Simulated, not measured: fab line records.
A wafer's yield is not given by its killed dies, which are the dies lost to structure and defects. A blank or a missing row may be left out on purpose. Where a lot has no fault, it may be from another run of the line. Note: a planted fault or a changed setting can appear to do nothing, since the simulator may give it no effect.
The tool behind it: which one?	flow berkeley_cmos170	7 lots with 21 wafers sampled at 3 steps, on a route of 331 steps

== WHAT THE GAUGES READ, wafer by wafer ==
UCB170_M3_CD_MEAS_15 targets a cd of 700 nm.
lot	measured	on	cd_nm (nm)
L527	day 9 16:29	cd_sem-02	701.7 701.6 701.2
L530	day 10 03:34	cd_sem-01	699.6 698.4 697.6
L533	day 11 11:11	cd_sem-02	702.7 700.4 700.7
L537	day 11 06:35	cd_sem-01	701.4 700.6 702.3
L539	day 11 19:43	cd_sem-01	699.1 699.7 700.6
L545	day 12 22:29	cd_sem-01	696.2 697.3 695.9
L549	day 13 18:56	cd_sem-01	698.9 699.3 699.7

== WHAT TOOL EACH LOT RAN ON (gives the tool, then ch and the chambers of the sampled wafers, and finally the start) ==
lot	UCB170_GATE_ETCH_14	UCB170_V2_STRIP_15
L527	rie_diel-04 ch 0,3, day 7 23:37	plasma_asher-02 ch 0,1, day 9 13:17
L530	rie_diel-02 ch 0,2,3, day 8 08:31	plasma_asher-04 ch 0,1, day 10 01:13
L533	rie_diel-02 ch 0,1,3, day 9 08:02	plasma_asher-03 ch 0,1, day 11 07:32
L537	rie_diel-02 ch 0,2,3, day 9 08:45	plasma_asher-02 ch 0,1, day 11 02:28
L539	rie_diel-02 ch 1,2,3, day 10 00:58	plasma_asher-03 ch 0,1, day 11 17:11
L545	rie_diel-03 ch 2,3, day 11 02:38	plasma_asher-04 ch 0,1, day 12 19:48
L549	rie_diel-04 ch 0,1,3, day 12 03:26	plasma_asher-02 ch 0,1, day 13 16:07
- UCB170_GATE_ETCH_14: etches BARC in N2/H2.
- UCB170_V2_STRIP_15: strips in O2.

== THE ANSWER, worked out from the rows above alone ==
Rule: the lots themselves supply what counts as usual. The widest of any qualifying gaps counts: lots, ordered by their means at a reading, are off when they make up no more than a third of the lots, leave a main group of 4 or more, and stand apart from it by 3 or more times the standard deviation of that group's means. A main group is skipped when, at the precision printed for the reading in the tables above, its means are all equal. A lot without any number at a reading at which 4 lots or more have one is off too. All remaining lots with rows at the step are treated as sound.
None of the lots is off at any reading shown; this tells nothing.

== WHAT WAS PUT IN BY THE SIMULATOR ==
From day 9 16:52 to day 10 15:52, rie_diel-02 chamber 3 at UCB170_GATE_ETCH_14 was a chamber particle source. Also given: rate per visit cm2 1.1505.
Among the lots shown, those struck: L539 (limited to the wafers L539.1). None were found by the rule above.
